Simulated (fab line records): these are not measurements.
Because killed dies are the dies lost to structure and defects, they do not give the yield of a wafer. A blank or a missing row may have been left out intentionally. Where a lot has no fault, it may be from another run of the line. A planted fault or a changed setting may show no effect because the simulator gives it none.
Split-lot experiment	flow rit cmos	5 lots, 23 wafers read, on a route of 202 steps

## ON THE SPLIT
At RIT_CONTACT_EXPOSE_05 (exposes mask M11, target cd 1000 nm), the setting dose mj was moved away from the recipe's 250 on 10 of the 23 wafers read, by -5.7% to +5.6%. All remaining wafers had this setting at the recipe value.

## FROM THE SPLIT TO THE READING: what the file shows between them, 5 steps
- RIT_CONTACT_PEB_06
- RIT_CONTACT_DEVELOP_07: develop time 120 s
- RIT_CONTACT_CD_MEAS_08: target cd 1000 nm
- RIT_CONTACT_ETCH_11: etches SiO2 in CHF3/CF4/Ar, stops on TiSi2, target depth 480 nm, time 320 s (also split here: rf w)
- RIT_CONTACT_STRIP_12: strips in O2, time 180 s

## THE READING
Shown in nm: cd nm at RIT_CONTACT_CD_MEAS_90, with target cd 1000 nm. Typical for fault-free wafers on this fab line: 999.2 nm, with standard deviation 2.1 nm.

wafer	tool, chamber at the split	dose mj as run	against the recipe	cd nm, nm	against lot-mates on the recipe
L074.1	iline stepper-02, 0	260.3	+4.1%	1012.4	+11.4
L074.2	iline stepper-02, 0	250	recipe	1001.9	-
L074.3	iline stepper-02, 0	250	recipe	1000.1	-
L074.4	iline stepper-02, 0	260.3	+4.1%	1010.4	+9.4
L074.5	iline stepper-02, 0	260.3	+4.1%	1013.2	+12.2
L079.2	iline stepper-02, 0	250	recipe	998.1	-
L079.3	iline stepper-02, 0	261.2	+4.5%	1011.4	+13.5
L079.4	iline stepper-02, 0	250	recipe	997.0	-
L079.5	iline stepper-02, 0	250	recipe	998.7	-
L079.6	iline stepper-02, 0	261.2	+4.5%	1009.0	+11.1
L080.1	iline stepper-02, 0	264	+5.6%	1013.6	+14.6
L080.2	iline stepper-02, 0	250	recipe	998.8	-
L080.3	iline stepper-02, 0	250	recipe	998.0	-
L080.4	iline stepper-02, 0	250	recipe	1000.1	-
L080.5	iline stepper-02, 0	264	+5.6%	1014.6	+15.6
L081.1	iline stepper-01, 0	235.8	-5.7%	986.0	-14.7
L081.2	iline stepper-01, 0	235.8	-5.7%	986.9	-13.8
L081.3	iline stepper-01, 0	235.8	-5.7%	984.6	-16.1
L081.5	iline stepper-01, 0	250	recipe	999.7	-
L081.6	iline stepper-01, 0	250	recipe	1001.7	-
L082.3	iline stepper-02, 0	250	recipe	998.0	-
L082.4	iline stepper-02, 0	250	recipe	998.7	-
L082.6	iline stepper-02, 0	250	recipe	998.8	-

FIT RESULTS
A straight line over all 23 wafers: cd nm changes by +2.57 nm for each +1% of dose mj; r = +0.98; the points scatter about the line by 1.6 nm.
The same after taking each lot's own level away (the mean of its wafers on the recipe; 23 wafers): +2.66 nm for each +1%; r = +0.99; scatter 0.93 nm.
Per that fit: largest dose mj move, reading shift of 15 nm.
Across the lots, their own levels run from 997.93 to 1001.00 nm, a range of 1.5 times the standard deviation given above.
So the lot-to-lot level changes the slope little: the two slopes agree.
Check: -15.1 nm against its lot-mates is what the line predicts for one of the wafers moved furthest among these (-5.7%) when that wafer is left out of the fit. It came out at -14.7 nm against them.

## OTHER SPLITS APPLIED TO THESE WAFERS
Other splits were also applied to these wafers ahead of the reading. Each is held against what the fit with the lots' levels taken away leaves over:
other split on the same wafers	wafers away from the commonest value	r with cd nm (lot level and that fit taken away)
RIT_NSD_IMPLANT_08 dose cm2	4	+0.29
RIT_PSD_HARDBAKE_07 temp c	7	-0.18
RIT_CONTACT_CVD_00 time s	9	-0.02
RIT_CONTACT_ETCH_11 rf w	2	-0.15

## THE WHOLE CHAIN: every reading that the file lists as answering this split, in the file's order
step	what it does	reading	change (the file's fit)	r (the file's)
RIT_CONTACT_CD_MEAS_08	target cd 1000 nm	cd nm	+2.69 nm for each +1% of the setting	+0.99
RIT_CONTACT_ETCH_11	etches SiO2 in CHF3/CF4/Ar, stops on TiSi2, target depth 480 nm, time 320 s	CONTACT.cd nm (the simulator's own value, which no gauge read)	+2.67 nm for each +1% of the setting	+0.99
RIT_CONTACT_CD_MEAS_90	target cd 1000 nm	cd nm	+2.67 nm for each +1% of the setting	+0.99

## THE FILE'S OWN FIT
cd nm changes by +2.67 nm for each +1% of dose mj, r = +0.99.
